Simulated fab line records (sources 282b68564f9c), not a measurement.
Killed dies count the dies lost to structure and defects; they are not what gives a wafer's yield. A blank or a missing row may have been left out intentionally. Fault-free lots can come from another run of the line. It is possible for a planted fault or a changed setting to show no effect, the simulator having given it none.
Which tool did it?    flow rit cmos    15 lots, 45 wafers sampled, at 2 steps of a route of 202

WHAT THE GAUGES SHOWED, per wafer
RIT_GATE_CD_MEAS_90 targets a cd of 150 nm.
lot   measured     on         cd nm (nm)
L934  day 2 13:13  cd sem-02  149.7 149.6 150.2
L935  day 2 18:59  cd sem-01  155.0 152.7 151.8
L936  day 3 02:06  cd sem-02  149.8 149.5 150.8
L938  day 3 10:27  cd sem-02  149.1 149.2 149.0
L940  day 3 22:11  cd sem-02  152.4 151.4 150.4
L941  day 4 04:44  cd sem-01  152.1 152.3 149.4
L942  day 4 06:16  cd sem-02  152.6 153.5 155.2
L943  day 4 09:49  cd sem-01  142.5 144.0 143.7
L944  day 4 17:19  cd sem-01  148.6 148.2 149.3
L945  day 4 21:14  cd sem-02  156.1 155.1 154.0
L946  day 5 00:38  cd sem-01  151.9 152.8 151.7
L954  day 6 19:46  cd sem-02  - - -
L955  day 6 22:22  cd sem-02  - - -
L956  day 7 03:31  cd sem-02  - - -
L957  day 7 07:57  cd sem-02  150.6 150.4 149.7

WHAT TOOL EACH LOT RAN ON (gives the tool, then ch and the chambers of the sampled wafers, and finally the start)
lot   RIT_GATE_ETCH_19
L934  rie si-02 ch 0,1,3, day 2 12:53
L935  rie si-01 ch 0,1,2, day 2 18:43
L936  rie si-02 ch 0,1,3, day 3 01:47
L938  rie si-02 ch 0,1, day 3 10:10
L940  rie si-02 ch 0,3, day 3 21:53
L941  rie si-01 ch 0,1, day 4 04:27
L942  rie si-02 ch 1,2, day 4 05:56
L943  rie si-01 ch 0,1,2, day 4 09:29
L944  rie si-02 ch 0,2,3, day 4 17:02
L945  rie si-01 ch 0,2,3, day 4 20:56
L946  rie si-02 ch 1,3, day 5 00:20
L954  rie si-02 ch 0,1,3, day 6 19:29
L955  rie si-01 ch 0,1,3, day 6 22:02
L956  rie si-02 ch 2,3, day 7 03:10
L957  rie si-01 ch 2,3, day 7 07:38
- RIT_GATE_ETCH_19: etches poly-Si in SF6/CHF3/O2, stops on SiO2, time 165 s, target depth 312.5 nm.

AS READ BY THE TOOLS THEMSELVES (means over the sampled wafers that have a number; for cases with no such wafer, the mark the record gives instead)
RIT_GATE_ETCH_19.
lot   tool       CHF3_flow_sccm (sccm)  O2_flow_sccm (sccm)  drypump motor current A (A)  oes product au (a.u.)  throttle valve pct (%)
L934  rie si-02  30.07                  5.005                5.2                          0.855                  10.23
L935  rie si-01  29.96                  4.998                5.4                          0.867                  10.27
L936  rie si-02  30.06                  5.018                5.2                          0.859                  10.22
L938  rie si-02  29.97                  4.997                5.6                          0.854                  10.16
L940  rie si-02  29.97                  5.001                5.1                          0.859                  10.16
L941  rie si-01  30.04                  4.994                5.5                          0.876                  10.27
L942  rie si-02  29.99                  4.992                5.5                          0.863                  10.41
L943  rie si-01  29.92                  4.993                5.4                          0.858                  10.26
L944  rie si-02  30.01                  5.004                5.4                          0.854                  10.20
L945  rie si-01  30.01                  5.006                5.6                          0.852                  10.22
L946  rie si-02  29.98                  5.009                5.0                          0.861                  10.36
L954  rie si-02  -                      -                    -                            -                      -
L955  rie si-01  -                      -                    -                            -                      -
L956  rie si-02  -                      -                    -                            -                      -
L957  rie si-01  30.04                  4.987                5.8                          0.851                  10.17

THE ANSWER, worked out from the rows above alone
Rule: the usual values come from the lots themselves. Put in order of their means at a reading, lots are off if they are a third of the lots or fewer, leave a main group of 4 or more, and stand apart from it by a gap of 3 or more times the standard deviation of the main group's means; of several such gaps the widest counts. A main group whose means are all the same, to the digits that the tables above print for the reading, isn't used. Also off: a lot with no number at a reading for which 4 or more lots have one. Any other lot the step has rows for is counted as sound. Order of review: gauges by route order, followed by the tools' own readings, for which a lot's mean as printed above is used. The first step at which some lot is off is used, and at that step the reading that is off furthest; a lot without a number counts as furthest.
Off at RIT_GATE_CD_MEAS_90 (cd nm): L954, L955, L956. Without a number there: L954, L955, L956. Main group: mean 150.7 nm, sd 2.9.
If a tool, at a process step before that reading, ran all the lots that are off and no sound lot after the first of them, it fits. The gauges at RIT_GATE_CD_MEAS_90 aren't tried: what is off there is off at RIT_GATE_ETCH_19 too, on other tools, and a gauge's error can't cause that. No candidate that was tried fits.

WHAT WAS PUT IN BY THE SIMULATOR
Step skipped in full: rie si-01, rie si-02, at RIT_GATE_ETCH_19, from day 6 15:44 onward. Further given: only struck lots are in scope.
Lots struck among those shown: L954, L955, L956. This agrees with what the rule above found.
